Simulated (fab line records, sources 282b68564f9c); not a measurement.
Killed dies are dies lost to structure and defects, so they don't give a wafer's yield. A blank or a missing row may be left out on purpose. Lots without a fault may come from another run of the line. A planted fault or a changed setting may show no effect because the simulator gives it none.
A sampling plan put to the test | flow rit_cmos | one fab line, 8 faults that these records tell of, each judged on the records of the lots that it struck
The plan is the line's own looks: the steps of the route at which a gauge or an inspection reads the wafer and doesn't change it. A look can be judged if struck wafers have a number there and the file gives its usual mean and standard deviation on fault-free wafers. Caught: at a look after the fault's first step, the mean of the struck wafers lies 4 or more of those standard deviations (sigma) from the usual mean. On the tool: the same test on the tool's own readings at the fault's steps. Another recipe on the struck wafers, or a record that is blank for them alone, also counts as caught.

THE FAULTS, as the simulator had put them in
1. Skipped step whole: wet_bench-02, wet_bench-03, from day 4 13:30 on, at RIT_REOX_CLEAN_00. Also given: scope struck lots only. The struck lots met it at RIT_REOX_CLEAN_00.
2. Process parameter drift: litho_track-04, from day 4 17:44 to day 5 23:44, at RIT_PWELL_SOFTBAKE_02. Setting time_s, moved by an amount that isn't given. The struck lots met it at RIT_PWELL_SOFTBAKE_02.
3. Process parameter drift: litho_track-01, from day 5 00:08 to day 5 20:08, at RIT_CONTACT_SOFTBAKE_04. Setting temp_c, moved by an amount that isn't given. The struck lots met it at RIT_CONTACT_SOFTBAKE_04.
4. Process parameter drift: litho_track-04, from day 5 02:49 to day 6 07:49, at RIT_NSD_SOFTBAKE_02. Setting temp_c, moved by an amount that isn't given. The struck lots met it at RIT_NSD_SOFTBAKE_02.
5. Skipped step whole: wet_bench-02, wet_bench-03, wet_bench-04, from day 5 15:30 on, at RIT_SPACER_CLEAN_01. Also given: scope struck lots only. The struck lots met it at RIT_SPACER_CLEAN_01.
6. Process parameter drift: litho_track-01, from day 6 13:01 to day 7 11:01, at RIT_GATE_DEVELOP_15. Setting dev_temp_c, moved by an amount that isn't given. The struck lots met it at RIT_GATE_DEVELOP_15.
7. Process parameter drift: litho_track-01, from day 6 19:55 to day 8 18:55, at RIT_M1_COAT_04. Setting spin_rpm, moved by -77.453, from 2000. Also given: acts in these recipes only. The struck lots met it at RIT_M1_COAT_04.
8. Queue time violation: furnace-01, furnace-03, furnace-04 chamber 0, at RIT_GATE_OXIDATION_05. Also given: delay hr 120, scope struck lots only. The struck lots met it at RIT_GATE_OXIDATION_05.

WHAT THE PLAN SAW
fault | on the tool itself                               | first look that catches it                      | reading, sigma                                | median hours from its first step to that look | hours from the fault's start to the first struck lot there | judged looks passed uncaught
1     | the tool's record is blank for the struck wafers | no look after it can be judged                  | -                                             | -                                             | -                                                          | 0
2     | run_length_s -51 sigma                           | none of the 2 looks that can be judged after it | -                                             | -                                             | -                                                          | 2
3     | heater_power_total_W +8.7 sigma                  | no look after it can be judged                  | -                                             | -                                             | -                                                          | 0
4     | plate_sensor_t_edge_C -99 or beyond sigma        | not the one look that can be judged after it    | -                                             | -                                             | -                                                          | 1
5     | the tool's record is blank for the struck wafers | no look after it can be judged                  | -                                             | -                                             | -                                                          | 0
6     | developer_temp_C +8.1 sigma                      | none of the 2 looks that can be judged after it | strongest: cd_nm at RIT_GATE_CD_MEAS_16, +2.2 | -                                             | -                                                          | 2
7     | spin_speed_rpm -55 sigma                         | no look after it can be judged                  | -                                             | -                                             | -                                                          | 0
8     | under 2 sigma                                    | no look after it can be judged                  | -                                             | -                                             | -                                                          | 0
A dash: the fault isn't caught, or these records don't give the number.

Caught at a look: 0 of 8. Caught on the tool: 7 of 8. By one or the other: 7 of 8.
Caught on the tool alone: faults 1, 2, 3, 4, 5, 6, 7.
Caught by neither: fault 8.
